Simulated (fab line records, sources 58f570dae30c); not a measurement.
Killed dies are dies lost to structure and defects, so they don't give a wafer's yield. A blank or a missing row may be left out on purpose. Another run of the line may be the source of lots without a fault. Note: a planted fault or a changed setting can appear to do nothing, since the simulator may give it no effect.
Which tool did it?    flow berkeleyCmos170    21 wafers from 7 lots sampled at 4 of the route's 331 steps

WHAT EACH GAUGE READ, for each wafer
UCB170_M3_RS_MEAS_02: uses a four-point probe to measure.
lot   measured      on            M3_AL_RS (ohm/sq)
L920  day 8 08:45   filmMetro-03  0.0315 0.0320 0.0322
L927  day 9 09:19   filmMetro-01  0.0321 0.0317 0.0320
L928  day 10 00:53  filmMetro-01  0.0322 0.0319 0.0324
L929  day 10 05:01  filmMetro-03  0.0317 0.0316 0.0314
L933  day 10 05:17  filmMetro-01  0.0320 0.0318 0.0324
L937  day 11 01:09  filmMetro-01  0.0321 0.0318 0.0317
L941  day 12 02:38  filmMetro-02  0.0323 0.0326 0.0320

EACH LOT AND THE TOOL THAT RAN IT (in order: tool; ch and the chambers of the sampled wafers; start)
lot   UCB170_BACKSIDE_COAT_01           UCB170_BACKSIDE_STRIP_03             UCB170_V2_CVD_00
L920  lithoTrack-02 ch 0, day 7 07:08   plasmaAsher-01 ch 0,1, day 7 07:26   pecvd-04 ch 0,1,2, day 8 06:01
L927  lithoTrack-02 ch 0, day 8 07:47   plasmaAsher-02 ch 0,1, day 8 08:04   pecvd-04 ch 0,2, day 9 06:40
L928  lithoTrack-03 ch 0, day 8 20:20   plasmaAsher-01 ch 0,1, day 8 20:38   pecvd-04 ch 1,2, day 9 22:08
L929  lithoTrack-02 ch 0, day 9 06:55   plasmaAsher-03 ch 0,1, day 9 07:13   pecvd-03 ch 0,2, day 10 01:35
L933  lithoTrack-02 ch 0, day 9 07:22   plasmaAsher-03 ch 0,1, day 9 07:40   pecvd-01 ch 0,1, day 10 01:49
L937  lithoTrack-02 ch 0, day 9 22:19   plasmaAsher-02 ch 0,1, day 9 22:37   pecvd-04 ch 1,2, day 10 22:26
L941  lithoTrack-03 ch 0, day 11 01:19  plasmaAsher-02 ch 0,1, day 11 01:37  pecvd-03 ch 0,1,2, day 11 23:28
- UCB170_BACKSIDE_COAT_01: resist thk 900 nm.
- UCB170_BACKSIDE_STRIP_03: strips in O2.
- UCB170_V2_CVD_00: deposits SiO2 from TEOS/O2, target thk 2000 nm, time 253.2 s.

THE ANSWER, worked out from the rows above alone
Rule: the usual values come from the lots themselves. The widest of any qualifying gaps counts: lots, ordered by their means at a reading, are off when they make up no more than a third of the lots, leave a main group of 4 or more, and stand apart from it by 3 or more times the standard deviation of that group's means. The tables above print the reading to a certain number of digits; a main group whose means all agree to those digits is not used. A lot without any number at a reading at which 4 lots or more have one is off too. Where the step has rows for the other lots, those lots are counted as sound.
Across all readings shown, no lot is off: no conclusion can be drawn from this.

WHAT THE SIMULATOR HAD INSERTED
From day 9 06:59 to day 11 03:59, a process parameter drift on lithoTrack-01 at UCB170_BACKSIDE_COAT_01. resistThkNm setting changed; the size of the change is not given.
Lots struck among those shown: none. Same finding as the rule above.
